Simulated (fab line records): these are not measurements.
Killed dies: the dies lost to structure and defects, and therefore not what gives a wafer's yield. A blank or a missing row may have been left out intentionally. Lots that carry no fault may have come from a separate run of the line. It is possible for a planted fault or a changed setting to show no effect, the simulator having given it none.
A lot that was struck, set against a sound lot | flow rit cmos | 17 steps out of a route of 202
Sound: the wafers L291.1, L291.4, L291.5. The struck wafers were L299.1, L299.2, L299.3. The cause is named last.
Per side, at each step with rows, come the tool, then ch with its chambers, and then its first start. Under that, the readings that differ: sound wafers | struck wafers | difference of the means | sigmas: that difference in standard deviations of wafers without a fault.
alike: words and numbers the same on both sides, and readings whose means are apart by under 2 such deviations; not compared: readings that were withheld, readings missing a value for some wafer, numbers with overlapping values and no deviation given by the record, and bounds like >300 which may hide the same value.
The two part at a step that has a row with sigmas, a row that says differs or no value, or rows on one side only. Non-overlapping numbers with no deviation appear without sigmas and do not part them. A reading that every wafer of one side lacks parts them only if that side has two wafers or more.

first, 4 steps without rows for these wafers: RIT_PLDD_SOFTBAKE_02 (time 60 s); RIT_PLDD_EXPOSE_03 (exposes mask M8, target cd 40900 nm); RIT_PLDD_PEB_04; RIT_PLDD_DEVELOP_05 (develop time 50 s).
RIT_PLDD_OVL_MEAS_06:
  sound on overlay-02 at day 3 06:51; struck on overlay-01 at day 5 02:38
  alike: PLDD_OVL
then, 2 steps without rows for these wafers: RIT_PLDD_HARDBAKE_07 (time 60 s); RIT_PLDD_IMPLANT_08.
RIT_PLDD_STRIP_09: strips in O2, time 180 s.
  sound on plasma asher-02 ch 1, day 3 07:11; struck on plasma asher-01 ch 0,1, day 5 03:05
  alike: drypump motor current A
  not compared: rf hours counter h
RIT_PLDD_TW_MEAS_10:
  sound on film metro-02 at day 3 07:22; struck on film metro-02 at day 5 03:16
  alike: PLDD_TW
then, 3 steps without rows for these wafers: RIT_SPACER_CLEAN_00 (cleans in SC1, time 600 s); RIT_SPACER_CLEAN_01 (cleans in dHF, time 30 s); RIT_SPACER_CLEAN_02 (cleans in SC2, time 600 s).
RIT_SPACER_CVD_03: deposits Si3N4 from SiH2Cl2/NH3, target thk 250 nm, time 3300 s.
  sound on lpcvd-02 ch 1, day 3 08:17; struck on lpcvd-02 ch 0, day 5 03:41
  alike: zone power centre pct
RIT_SPACER_THK_MEAS_04:
  sound on film metro-03 at day 3 10:13; struck on film metro-03 at day 5 05:36
  reading                 | sound             | struck            | difference | sigmas
  SPACER_NITRIDE_THK (nm) | 245.7 245.4 246.2 | 192.2 191.9 193.6 | -53.2      | -22
RIT_SPACER_ETCHBACK_05: etches Si3N4 in SF6/CHF3, stops on SiO2, target depth 250 nm, time 240 s.
  sound on rie diel-03 ch 0,1, day 3 10:16; struck on rie diel-04 ch 0,1,2, day 5 05:40
  reading               | sound             | struck            | difference | sigmas
  oes product au (a.u.) | 0.850 0.828 0.857 | 0.702 0.689 0.701 | -0.148     | -12
  alike: drypump motor current A, throttle valve pct
  not compared: rf hours counter h
then, 1 step without rows for these wafers: RIT_NSD_HMDS_00 (prime time 60 s).
RIT_M1_PROBE_99:
  rows exist in the record for the struck wafers here (prober-02, day 5 16:45), but not for the sound ones

== WHERE THEY PART ==
First at RIT_SPACER_THK_MEAS_04; last, within this record, at RIT_M1_PROBE_99.

WHY: whatever the simulator had introduced
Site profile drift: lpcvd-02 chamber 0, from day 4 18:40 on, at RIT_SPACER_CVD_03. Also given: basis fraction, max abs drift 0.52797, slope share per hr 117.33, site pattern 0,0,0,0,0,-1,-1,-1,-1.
